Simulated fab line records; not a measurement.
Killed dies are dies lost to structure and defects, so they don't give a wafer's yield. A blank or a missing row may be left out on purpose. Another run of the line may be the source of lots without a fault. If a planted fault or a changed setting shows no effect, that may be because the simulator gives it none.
Split-lot trial :: flow berkeleyCmos170 :: 23 wafers read from 5 lots, route of 331 steps

== THE SPLIT ==
At UCB170_ACTIVE_OXIDATION_02 (target thk 26.4 nm, ox time 1260 s), the setting oxTimeS was moved away from the recipe's 1260 s on 20 of the 23 wafers read, by -7.4% to +9.3%. The other wafers ran this setting at the recipe's value.

The reading is taken at the split's own step.

== THE READING ==
SiO2_of_ACTIVE_OXIDATION_02.thkNm (the simulator's own value, which no gauge read), in nm, at UCB170_ACTIVE_OXIDATION_02 (target thk 26.4 nm, ox time 1260 s). There is no usual value for it anywhere in the file. Average 27.39 nm, standard deviation 0.09 nm, over the 3 wafers here run with the recipe.

wafer: L074.1
tool, chamber at the split: -, -
oxTimeS as run, s: 1168
against the recipe: -7.3%
SiO2_of_ACTIVE_OXIDATION_02.thkNm, nm: 25.28
against lot-mates on the recipe: no lot-mate on the recipe

wafer: L074.2
tool, chamber at the split: -, -
oxTimeS as run, s: 1168
against the recipe: -7.3%
SiO2_of_ACTIVE_OXIDATION_02.thkNm, nm: 25.31
against lot-mates on the recipe: no lot-mate on the recipe

wafer: L074.4
tool, chamber at the split: -, -
oxTimeS as run, s: 1168
against the recipe: -7.3%
SiO2_of_ACTIVE_OXIDATION_02.thkNm, nm: 25
against lot-mates on the recipe: no lot-mate on the recipe

wafer: L074.5
tool, chamber at the split: -, -
oxTimeS as run, s: 1168
against the recipe: -7.3%
SiO2_of_ACTIVE_OXIDATION_02.thkNm, nm: 24.92
against lot-mates on the recipe: no lot-mate on the recipe

wafer: L074.6
tool, chamber at the split: -, -
oxTimeS as run, s: 1168
against the recipe: -7.3%
SiO2_of_ACTIVE_OXIDATION_02.thkNm, nm: 25.27
against lot-mates on the recipe: no lot-mate on the recipe

wafer: L076.1
tool, chamber at the split: -, -
oxTimeS as run, s: 1167
against the recipe: -7.4%
SiO2_of_ACTIVE_OXIDATION_02.thkNm, nm: 25.61
against lot-mates on the recipe: no lot-mate on the recipe

wafer: L076.3
tool, chamber at the split: -, -
oxTimeS as run, s: 1167
against the recipe: -7.4%
SiO2_of_ACTIVE_OXIDATION_02.thkNm, nm: 26.15
against lot-mates on the recipe: no lot-mate on the recipe

wafer: L076.4
tool, chamber at the split: -, -
oxTimeS as run, s: 1167
against the recipe: -7.4%
SiO2_of_ACTIVE_OXIDATION_02.thkNm, nm: 25.71
against lot-mates on the recipe: no lot-mate on the recipe

wafer: L076.5
tool, chamber at the split: -, -
oxTimeS as run, s: 1167
against the recipe: -7.4%
SiO2_of_ACTIVE_OXIDATION_02.thkNm, nm: 25.78
against lot-mates on the recipe: no lot-mate on the recipe

wafer: L076.6
tool, chamber at the split: -, -
oxTimeS as run, s: 1167
against the recipe: -7.4%
SiO2_of_ACTIVE_OXIDATION_02.thkNm, nm: 25.77
against lot-mates on the recipe: no lot-mate on the recipe

wafer: L080.1
tool, chamber at the split: -, -
oxTimeS as run, s: 1377
against the recipe: +9.3%
SiO2_of_ACTIVE_OXIDATION_02.thkNm, nm: 28.08
against lot-mates on the recipe: no lot-mate on the recipe

wafer: L080.2
tool, chamber at the split: -, -
oxTimeS as run, s: 1377
against the recipe: +9.3%
SiO2_of_ACTIVE_OXIDATION_02.thkNm, nm: 27.22
against lot-mates on the recipe: no lot-mate on the recipe

wafer: L080.3
tool, chamber at the split: -, -
oxTimeS as run, s: 1377
against the recipe: +9.3%
SiO2_of_ACTIVE_OXIDATION_02.thkNm, nm: 27.78
against lot-mates on the recipe: no lot-mate on the recipe

wafer: L080.5
tool, chamber at the split: -, -
oxTimeS as run, s: 1377
against the recipe: +9.3%
SiO2_of_ACTIVE_OXIDATION_02.thkNm, nm: 27.56
against lot-mates on the recipe: no lot-mate on the recipe

wafer: L080.6
tool, chamber at the split: -, -
oxTimeS as run, s: 1377
against the recipe: +9.3%
SiO2_of_ACTIVE_OXIDATION_02.thkNm, nm: 27.57
against lot-mates on the recipe: no lot-mate on the recipe

wafer: L081.1
tool, chamber at the split: -, -
oxTimeS as run, s: 1202
against the recipe: -4.6%
SiO2_of_ACTIVE_OXIDATION_02.thkNm, nm: 25.37
against lot-mates on the recipe: no lot-mate on the recipe

wafer: L081.2
tool, chamber at the split: -, -
oxTimeS as run, s: 1202
against the recipe: -4.6%
SiO2_of_ACTIVE_OXIDATION_02.thkNm, nm: 25.89
against lot-mates on the recipe: no lot-mate on the recipe

wafer: L081.3
tool, chamber at the split: -, -
oxTimeS as run, s: 1202
against the recipe: -4.6%
SiO2_of_ACTIVE_OXIDATION_02.thkNm, nm: 25.28
against lot-mates on the recipe: no lot-mate on the recipe

wafer: L081.4
tool, chamber at the split: -, -
oxTimeS as run, s: 1202
against the recipe: -4.6%
SiO2_of_ACTIVE_OXIDATION_02.thkNm, nm: 25.45
against lot-mates on the recipe: no lot-mate on the recipe

wafer: L081.5
tool, chamber at the split: -, -
oxTimeS as run, s: 1202
against the recipe: -4.6%
SiO2_of_ACTIVE_OXIDATION_02.thkNm, nm: 25.52
against lot-mates on the recipe: no lot-mate on the recipe

wafer: L084.3
tool, chamber at the split: furnace-02, 0
oxTimeS as run, s: 1260
against the recipe: recipe
SiO2_of_ACTIVE_OXIDATION_02.thkNm, nm: 27.32
against lot-mates on the recipe: -

wafer: L084.5
tool, chamber at the split: furnace-02, 0
oxTimeS as run, s: 1260
against the recipe: recipe
SiO2_of_ACTIVE_OXIDATION_02.thkNm, nm: 27.34
against lot-mates on the recipe: -

wafer: L084.6
tool, chamber at the split: furnace-02, 0
oxTimeS as run, s: 1260
against the recipe: recipe
SiO2_of_ACTIVE_OXIDATION_02.thkNm, nm: 27.52
against lot-mates on the recipe: -

FIT RESULTS
A straight line over all 23 wafers: SiO2_of_ACTIVE_OXIDATION_02.thkNm changes by +0.141 nm for each +1% of oxTimeS; r = +0.89; the points scatter about the line by 0.5 nm.
Too few moved wafers with a lot-mate on the recipe to fit a line net of each lot's own level.

== THE FILE'S OWN FIT ==
SiO2_of_ACTIVE_OXIDATION_02.thkNm changes by +0.141 nm for each +1% of oxTimeS, r = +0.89.
